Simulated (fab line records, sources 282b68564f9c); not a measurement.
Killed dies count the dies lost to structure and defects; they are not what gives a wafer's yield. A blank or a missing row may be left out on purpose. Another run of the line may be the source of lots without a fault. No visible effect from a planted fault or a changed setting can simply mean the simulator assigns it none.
Split-lot experiment :: flow rit_cmos :: route with 202 steps; 5 lots, 23 wafers read

ABOUT THE SPLIT
At RIT_GATE_CVD_08 (deposits poly-Si from SiH4, target thk 250 nm, time 2220 s), the setting temp_c was moved away from the recipe's 610 C on 20 of the 23 wafers read, by -2.5% to +1.8%. The other wafers ran this setting at the recipe's value.

FROM THE SPLIT TO THE READING: what the file shows between them, 6 steps
- RIT_GATE_THK_MEAS_09
- RIT_GATE_EXPOSE_13: exposes mask M6, target cd 150 nm (also split here: dose_mj)
- RIT_GATE_PEB_14
- RIT_GATE_DEVELOP_15: develop time 50 s
- RIT_GATE_CD_MEAS_16: target cd 150 nm
- RIT_GATE_HARDBAKE_18: time 60 s

THE READING
oes_product_au, in a.u., at RIT_GATE_ETCH_19 (etches poly-Si in SF6/CHF3/O2, stops on SiO2, time 165 s, target depth 312.5 nm). Fault-free wafers of this fab line usually give 0.862 a.u., standard deviation 0.016 a.u.

wafer: L076.1
tool, chamber at the split: -, -
temp_c as run, C: 594.5
against the recipe: -2.5%
oes_product_au, a.u.: 0.674
against lot-mates on the recipe: no lot-mate on the recipe

wafer: L076.2
tool, chamber at the split: -, -
temp_c as run, C: 594.5
against the recipe: -2.5%
oes_product_au, a.u.: 0.689
against lot-mates on the recipe: no lot-mate on the recipe

wafer: L076.3
tool, chamber at the split: -, -
temp_c as run, C: 594.5
against the recipe: -2.5%
oes_product_au, a.u.: 0.659
against lot-mates on the recipe: no lot-mate on the recipe

wafer: L076.4
tool, chamber at the split: -, -
temp_c as run, C: 594.5
against the recipe: -2.5%
oes_product_au, a.u.: 0.651
against lot-mates on the recipe: no lot-mate on the recipe

wafer: L076.6
tool, chamber at the split: -, -
temp_c as run, C: 594.5
against the recipe: -2.5%
oes_product_au, a.u.: 0.654
against lot-mates on the recipe: no lot-mate on the recipe

wafer: L077.1
tool, chamber at the split: -, -
temp_c as run, C: 597.4
against the recipe: -2.1%
oes_product_au, a.u.: 0.687
against lot-mates on the recipe: no lot-mate on the recipe

wafer: L077.2
tool, chamber at the split: -, -
temp_c as run, C: 597.4
against the recipe: -2.1%
oes_product_au, a.u.: 0.714
against lot-mates on the recipe: no lot-mate on the recipe

wafer: L077.3
tool, chamber at the split: -, -
temp_c as run, C: 597.4
against the recipe: -2.1%
oes_product_au, a.u.: 0.695
against lot-mates on the recipe: no lot-mate on the recipe

wafer: L077.4
tool, chamber at the split: -, -
temp_c as run, C: 597.4
against the recipe: -2.1%
oes_product_au, a.u.: 0.720
against lot-mates on the recipe: no lot-mate on the recipe

wafer: L077.6
tool, chamber at the split: -, -
temp_c as run, C: 597.4
against the recipe: -2.1%
oes_product_au, a.u.: 0.711
against lot-mates on the recipe: no lot-mate on the recipe

wafer: L078.1
tool, chamber at the split: -, -
temp_c as run, C: 620.9
against the recipe: +1.8%
oes_product_au, a.u.: 1.030
against lot-mates on the recipe: no lot-mate on the recipe

wafer: L078.2
tool, chamber at the split: -, -
temp_c as run, C: 620.9
against the recipe: +1.8%
oes_product_au, a.u.: 0.994
against lot-mates on the recipe: no lot-mate on the recipe

wafer: L078.3
tool, chamber at the split: -, -
temp_c as run, C: 620.9
against the recipe: +1.8%
oes_product_au, a.u.: 1.041
against lot-mates on the recipe: no lot-mate on the recipe

wafer: L078.5
tool, chamber at the split: -, -
temp_c as run, C: 620.9
against the recipe: +1.8%
oes_product_au, a.u.: 1.020
against lot-mates on the recipe: no lot-mate on the recipe

wafer: L078.6
tool, chamber at the split: -, -
temp_c as run, C: 620.9
against the recipe: +1.8%
oes_product_au, a.u.: 1.034
against lot-mates on the recipe: no lot-mate on the recipe

wafer: L082.2
tool, chamber at the split: -, -
temp_c as run, C: 614.8
against the recipe: +0.8%
oes_product_au, a.u.: 0.966
against lot-mates on the recipe: no lot-mate on the recipe

wafer: L082.3
tool, chamber at the split: -, -
temp_c as run, C: 614.8
against the recipe: +0.8%
oes_product_au, a.u.: 0.934
against lot-mates on the recipe: no lot-mate on the recipe

wafer: L082.4
tool, chamber at the split: -, -
temp_c as run, C: 614.8
against the recipe: +0.8%
oes_product_au, a.u.: 0.925
against lot-mates on the recipe: no lot-mate on the recipe

wafer: L082.5
tool, chamber at the split: -, -
temp_c as run, C: 614.8
against the recipe: +0.8%
oes_product_au, a.u.: 0.928
against lot-mates on the recipe: no lot-mate on the recipe

wafer: L082.6
tool, chamber at the split: -, -
temp_c as run, C: 614.8
against the recipe: +0.8%
oes_product_au, a.u.: 0.963
against lot-mates on the recipe: no lot-mate on the recipe

wafer: L084.1
tool, chamber at the split: lpcvd-01, 1
temp_c as run, C: 610
against the recipe: recipe
oes_product_au, a.u.: 0.847
against lot-mates on the recipe: -

wafer: L084.2
tool, chamber at the split: lpcvd-01, 1
temp_c as run, C: 610
against the recipe: recipe
oes_product_au, a.u.: 0.830
against lot-mates on the recipe: -

wafer: L084.5
tool, chamber at the split: lpcvd-01, 1
temp_c as run, C: 610
against the recipe: recipe
oes_product_au, a.u.: 0.844
against lot-mates on the recipe: -

THE FIT
A straight line over all 23 wafers: oes_product_au changes by +0.0822 a.u. for each +1% of temp_c; r = +0.99; the points scatter about the line by 0.02 a.u.
Too few moved wafers have a lot-mate on the recipe to fit a line with each lot's own level taken away.

THE WHOLE CHAIN: every reading that the file lists as answering this split, in the file's order
step: RIT_GATE_CVD_08
what it does: deposits poly-Si from SiH4, target thk 250 nm, time 2220 s
reading: poly-Si_of_GATE_CVD_08.thk_nm (the simulator's own value, which no gauge read)
change (the file's fit): +34.9 nm for each +1% of the setting
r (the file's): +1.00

step: RIT_GATE_THK_MEAS_09
what it does: 
reading: GATE_POLY_THK
change (the file's fit): +34.9 for each +1% of the setting
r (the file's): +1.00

step: RIT_GATE_ETCH_19
what it does: etches poly-Si in SF6/CHF3/O2, stops on SiO2, time 165 s, target depth 312.5 nm
reading: oes_product_au
change (the file's fit): +0.0823 a.u. for each +1% of the setting
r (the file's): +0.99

step: RIT_GATE_ETCH_19
what it does: etches poly-Si in SF6/CHF3/O2, stops on SiO2, time 165 s, target depth 312.5 nm
reading: GATE.feature_depth_nm (the simulator's own value, which no gauge read)
change (the file's fit): +33.7 nm for each +1% of the setting
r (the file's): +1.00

FILE'S OWN FIT
oes_product_au changes by +0.0823 a.u. for each +1% of temp_c, r = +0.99.
